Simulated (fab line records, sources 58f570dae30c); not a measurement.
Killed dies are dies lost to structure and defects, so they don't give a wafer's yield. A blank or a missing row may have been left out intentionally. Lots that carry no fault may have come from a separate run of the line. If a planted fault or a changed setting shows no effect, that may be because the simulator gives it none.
fab line records ; flow berkeley-cmos170 ; part 2 of 2: steps 30 to 39 of 39
record lots=5; wafers=15; last-day=13
route steps=331 shown FIELD@89 SACOX@97 SCREENOX@100 NVT@104 PVT@115 GATE@125
lots with no fault: from the same line, run without faults
start-h: start of the lot's first displayed wafer, in hours after the record's first day ; wait-h: hours elapsed since this lot's preceding step ; " identical to the entry in the row above ; L1.1+2: a single row standing in for several wafers ; - either no value or no given start ; * or withheld: withheld ; < > ~ a bound
route shown NAME@n: names a module that has steps shown in the file, with the first one's number in the route ; usual: average and standard deviation across the fault-free wafers ; same: alike in all rows ; chamber/n: place in a boat ; sites: the reading at each site ; _std_site: standard deviation across them ; _edge_site: outer sites' mean less inner sites' ; radius-mm: for every site, how far away it sits from the centre of the wafer ; mask NAME#n: copy n ; behind: the last tool/chamber to shape the wafer ; hold: cause of the lot's hold/its duration in hours/its outcome ; device: the transistor (n, p or np) that didn't switch ; end of line: the same wafers' tests at the end of the route ; a step with no rows: only its recipe ; killed: dies lost to structure and defects at the first sort, not the wafer's yield ; map: dies across one wafer; x = killed, . = not, _ = none there
set.NAME: setting as actually run; set.NAME@STEP: the setting as run at that earlier step ; model.NAME: the simulator's own value behind a step, which no gauge read
lots at some steps of the route; a table a step, a row a wafer
services: from which hour (start-h, from the record's first day; less than 0 if before it) a tool's chamber was out of use, for how many hours, and why
## steps
# step UCB170_PVT_EXPOSE_03
# recipe mask-id=NWELL; target-cd-nm=3000; na=0.5; sigma-outer=0.6; source-shape=conventional; dose-mj=30
# usual reticle-temp-C=23.02/0.12
# same na=0.5
lot.wafer;tool;chamber;start-h;wait-h;mask;reticle-temp-C
L076.1;krf-scanner-01;0;157.23;0.2;NWELL#0;22.97
L076.5;krf-scanner-01;0;157.23;0.2;NWELL#0;23.03
L076.6;krf-scanner-01;0;157.23;0.2;NWELL#0;23.00
L078.1;krf-scanner-02;0;157.47;0.4;NWELL#0;22.91
L078.3;krf-scanner-02;0;157.47;0.4;NWELL#0;22.98
L078.4;krf-scanner-02;0;157.47;0.4;NWELL#0;22.90
L081.1;krf-scanner-01;0;169.33;0.2;NWELL#0;23.04
L081.5;krf-scanner-01;0;169.33;0.2;NWELL#0;23.05
L081.6;krf-scanner-01;0;169.33;0.2;NWELL#0;23.07
L093.3;krf-scanner-02;0;237.25;0.3;NWELL#0;23.03
L093.4;krf-scanner-02;0;237.25;0.3;NWELL#0;23.15
L093.6;krf-scanner-02;0;237.25;0.3;NWELL#0;23.14
L092.1;krf-scanner-02;0;237.62;0.1;NWELL#0;22.97
L092.2;krf-scanner-02;0;237.62;0.1;NWELL#0;22.90
L092.3;krf-scanner-02;0;237.62;0.1;NWELL#0;23.03
# step UCB170_PVT_PEB_04
# recipe peb-temp-c=130; peb-time-s=withheld; resist=KrF
# usual exhaust-pa=45.1/0.85; resist-line-temp-C=23.03/0.11
lot.wafer;tool;chamber;start-h;wait-h;exhaust-pa;resist-line-temp-C
L076.1;litho-track-01;0;157.38;0.1;45.3;22.97
L076.5;litho-track-01;0;157.38;0.1;46.3;23.07
L076.6;litho-track-01;0;157.38;0.1;44.3;23.00
L078.1;litho-track-03;0;157.58;0.1;43.8;22.96
L078.3;litho-track-03;0;157.58;0.1;45.2;23.01
L078.4;litho-track-03;0;157.58;0.1;44.3;22.94
L081.1;litho-track-01;0;169.66;0.3;45.6;23.21
L081.5;litho-track-01;0;169.66;0.3;45.3;23.09
L081.6;litho-track-01;0;169.66;0.3;46.2;23.11
L093.3;litho-track-04;0;237.94;0.7;46.2;23.02
L093.4;litho-track-04;0;237.94;0.7;47.3;23.08
L093.6;litho-track-04;0;237.94;0.7;45.7;22.91
L092.1;litho-track-01;0;238.11;0.5;44.6;23.02
L092.2;litho-track-01;0;238.11;0.5;45.3;23.06
L092.3;litho-track-01;0;238.11;0.5;45.1;22.91
# step UCB170_PVT_DEVELOP_05
# recipe developer=TMAH; develop-time-s=45; resist=KrF; dev-temp-c=21
# usual developer-temp-C=21.00/0.12; exhaust-pa=44.9/0.94; resist-line-temp-C=23.02/0.1
lot.wafer;tool;chamber;start-h;wait-h;developer-temp-C;exhaust-pa;resist-line-temp-C
L076.1;litho-track-01;0;-;-;21.06;45.0;22.92
L076.5;litho-track-01;0;-;-;20.93;45.7;22.94
L076.6;litho-track-01;0;-;-;20.90;45.4;23.06
L078.1;litho-track-03;0;-;-;20.86;46.7;23.16
L078.3;litho-track-03;0;-;-;21.17;46.0;23.21
L078.4;litho-track-03;0;-;-;21.11;45.6;22.89
L081.1;litho-track-01;0;-;-;20.87;46.1;23.18
L081.5;litho-track-01;0;-;-;20.87;46.7;22.91
L081.6;litho-track-01;0;-;-;20.94;45.1;22.95
L093.3;litho-track-04;0;-;-;20.87;43.4;23.01
L093.4;litho-track-04;0;-;-;20.75;44.3;23.08
L093.6;litho-track-04;0;-;-;20.85;44.5;23.15
L092.1;litho-track-01;0;-;-;21.18;44.4;22.89
L092.2;litho-track-01;0;-;-;21.06;44.4;23.05
L092.3;litho-track-01;0;-;-;21.15;45.0;23.12
# step UCB170_PVT_OVL_MEAS_06
# usual PVT_OVL=-1/5.9
lot.wafer;tool;chamber;start-h;wait-h;PVT_OVL[nm]
L076.1;overlay-01;-;157.65;-;0
L076.5;overlay-01;-;157.65;-;-7
L076.6;overlay-01;-;157.65;-;-4
L078.1;overlay-02;-;157.86;-;-2
L078.3;overlay-02;-;157.86;-;0
L078.4;overlay-02;-;157.86;-;-8
L081.1;overlay-02;-;169.94;-;2
L081.5;overlay-02;-;169.94;-;0
L081.6;overlay-02;-;169.94;-;0
L093.3;overlay-02;-;238.18;-;-2
L093.4;overlay-02;-;238.18;-;-2
L093.6;overlay-02;-;238.18;-;-11
L092.1;overlay-01;-;238.38;-;-7
L092.2;overlay-01;-;238.38;-;-14
L092.3;overlay-01;-;238.38;-;-4
# step UCB170_PVT_IMPLANT_07
# recipe species=P; dose-cm2=2e+12; energy-kev=30; tilt-deg=7
# usual tilt-deg=6.998/0.019
# same implant-ion-amu=31
lot.wafer;tool;chamber;start-h;wait-h;tilt-deg
L076.1;implanter-01;0;157.69;0.0;7.013
L076.5;implanter-01;0;157.69;0.0;7.004
L076.6;implanter-01;0;157.69;0.0;7.018
L078.1;implanter-02;0;157.90;0.0;6.985
L078.3;implanter-02;0;157.90;0.0;6.995
L078.4;implanter-02;0;157.90;0.0;6.969
L081.1;implanter-01;0;169.97;0.0;6.976
L081.5;implanter-01;0;169.97;0.0;6.986
L081.6;implanter-01;0;169.97;0.0;7.022
L093.3;implanter-02;0;238.25;0.1;7.006
L093.4;implanter-02;0;238.25;0.1;6.989
L093.6;implanter-02;0;238.25;0.1;6.971
L092.1;implanter-03;0;238.42;0.0;6.995
L092.2;implanter-03;0;238.42;0.0;7.015
L092.3;implanter-03;0;238.42;0.0;6.988
# step UCB170_PVT_STRIP_08
# recipe chemistry=O2; power-w=400; pressure-mtorr=3500; platen-temp-c=withheld; o2-flow-sccm=400; overash-fraction=0.5
# usual drypump-motor-current-A=5.7/0.5; o2-flow-sccm=400.1/1.2; oes-product-au=0.734/0.0049; strip-time-to-endpoint-s=21.64/0.059
lot.wafer;tool;chamber;start-h;wait-h;drypump-motor-current-A;o2-flow-sccm;oes-product-au;rf-hours-counter-h;strip-time-to-endpoint-s
L076.1;plasma-asher-03;0;157.84;0.1;6.1;401.0;0.738;42;21.69
L076.5;plasma-asher-03;0;157.84;0.1;6.1;399.3;0.733;-;21.71
L076.6;plasma-asher-03;1;157.84;0.1;5.0;399.7;0.730;-;21.61
L078.1;plasma-asher-01;1;158.05;0.1;6.0;399.3;0.736;41;21.70
L078.3;plasma-asher-01;1;158.05;0.1;6.0;398.2;0.736;-;21.73
L078.4;plasma-asher-01;0;158.05;0.1;6.1;398.1;0.728;-;21.71
L081.1;plasma-asher-03;0;170.12;0.1;6.1;399.6;0.733;43;21.74
L081.5;plasma-asher-03;0;170.12;0.1;6.1;401.5;0.741;-;21.67
L081.6;plasma-asher-03;1;170.12;0.1;4.9;401.1;0.733;-;21.73
L093.3;plasma-asher-01;1;238.38;0.1;6.0;400.1;0.739;-;21.67
L093.4;plasma-asher-01;0;238.38;0.1;6.1;401.1;0.731;-;21.65
L093.6;plasma-asher-01;0;238.38;0.1;6.1;400.1;0.740;-;21.71
L092.1;plasma-asher-03;1;238.57;0.1;4.9;398.7;0.738;49;21.61
L092.2;plasma-asher-03;0;238.57;0.1;6.1;401.3;0.737;49;21.63
L092.3;plasma-asher-03;0;238.57;0.1;6.1;399.8;0.745;-;21.65
# step UCB170_PVT_TW_MEAS_09
# usual PVT_TW=506/3.8
lot.wafer;tool;chamber;start-h;wait-h;PVT_TW
L076.1;film-metro-03;-;157.94;0.1;512
L076.5;film-metro-03;-;157.94;0.1;512
L076.6;film-metro-03;-;157.94;0.1;511
L078.1;film-metro-03;-;158.15;0.1;514
L078.3;film-metro-03;-;158.15;0.1;508
L078.4;film-metro-03;-;158.15;0.1;510
L081.1;film-metro-02;-;170.22;0.1;501
L081.5;film-metro-02;-;170.22;0.1;501
L081.6;film-metro-02;-;170.22;0.1;502
L093.3;film-metro-04;-;238.47;0.1;503
L093.4;film-metro-04;-;238.47;0.1;505
L093.6;film-metro-04;-;238.47;0.1;504
L092.1;film-metro-04;-;238.67;0.1;503
L092.2;film-metro-04;-;238.67;0.1;504
L092.3;film-metro-04;-;238.67;0.1;504
# step UCB170_GATE_WET_ETCH_00
# recipe chemistry=dHF; dilution=25:1; target=SiO2; temp-c=25; time-s=200
lot.wafer;tool;chamber;start-h;wait-h
L076.1+5+6;wet-bench-01;1;158.00;0.1
L078.1+3+4;wet-bench-02;2;158.21;0.1
L081.1+5+6;wet-bench-02;2;173.19;3.0
L093.3+4+6;wet-bench-02;2;238.51;0.0
L092.1+2+3;wet-bench-03;0;238.73;0.1
# step UCB170_FIELD_THK_MEAS_91
# recipe reads=SiO2_of_FIELD_OXIDATION_01
# usual FIELD_OXIDE_LEFT_2_THK=357/9.6
lot.wafer;tool;chamber;start-h;wait-h;FIELD_OXIDE_LEFT_2_THK[nm]
L076.1;film-metro-04;-;158.06;0.0;362
L076.5;film-metro-04;-;158.06;0.0;356
L076.6;film-metro-04;-;158.06;0.0;362
L078.1;film-metro-03;-;158.27;0.0;376
L078.3;film-metro-03;-;158.27;0.0;376
L078.4;film-metro-03;-;158.27;0.0;370
L081.1;film-metro-04;-;173.26;0.0;346
L081.5;film-metro-04;-;173.26;0.0;342
L081.6;film-metro-04;-;173.26;0.0;349
L093.3;film-metro-03;-;238.60;0.0;341
L093.4;film-metro-03;-;238.60;0.0;355
L093.6;film-metro-03;-;238.60;0.0;352
L092.1;film-metro-03;-;238.80;0.0;353
L092.2;film-metro-03;-;238.80;0.0;348
L092.3;film-metro-03;-;238.80;0.0;349
# step UCB170_GATE_OXIDATION_01
# recipe temp-c=850; ambient=O2; target-thk-a=66; ox-time-s=1800
lot.wafer;tool;chamber;start-h;wait-h
L076.1+5+6;furnace-04;0;162.36;4.3
L078.1+3+4;furnace-04;0;162.36;4.1
L081.1+5+6;furnace-02;0;177.05;3.8
L092.1+2+3;furnace-04;0;243.21;4.4
L093.3+4+6;furnace-04;0;243.21;4.6
## services
tool;chamber;start-h;hours;kind
krf-scanner-01;-;96.94;8.1;repair
plasma-asher-02;-;108.75;9.0;pm
krf-scanner-01;-;110.76;1.0;repair
krf-scanner-01;-;115.30;1.3;pm
implanter-03;-;124.66;5.6;repair
wet-bench-02;-;128.65;1.9;pm
furnace-04;-;131.16;3.2;pm
implanter-02;-;131.69;8.8;pm
implanter-02;-;143.82;2.2;repair
furnace-01;-;153.47;2.2;pm
krf-scanner-01;-;160.36;0.8;pm
implanter-02;-;160.60;1.2;repair
krf-scanner-02;-;178.07;1.3;pm
krf-scanner-01;-;179.37;3.6;pm
implanter-01;-;184.59;3.9;pm
krf-scanner-02;-;188.21;1.0;pm
krf-scanner-01;-;191.54;1.0;pm
krf-scanner-02;-;208.74;2.0;repair
furnace-01;-;213.16;3.3;pm
wet-bench-02;-;219.32;0.7;repair
plasma-asher-01;-;221.08;0.8;repair
plasma-asher-03;-;227.82;2.5;repair
krf-scanner-02;-;227.82;3.6;pm
implanter-01;-;228.60;3.3;repair
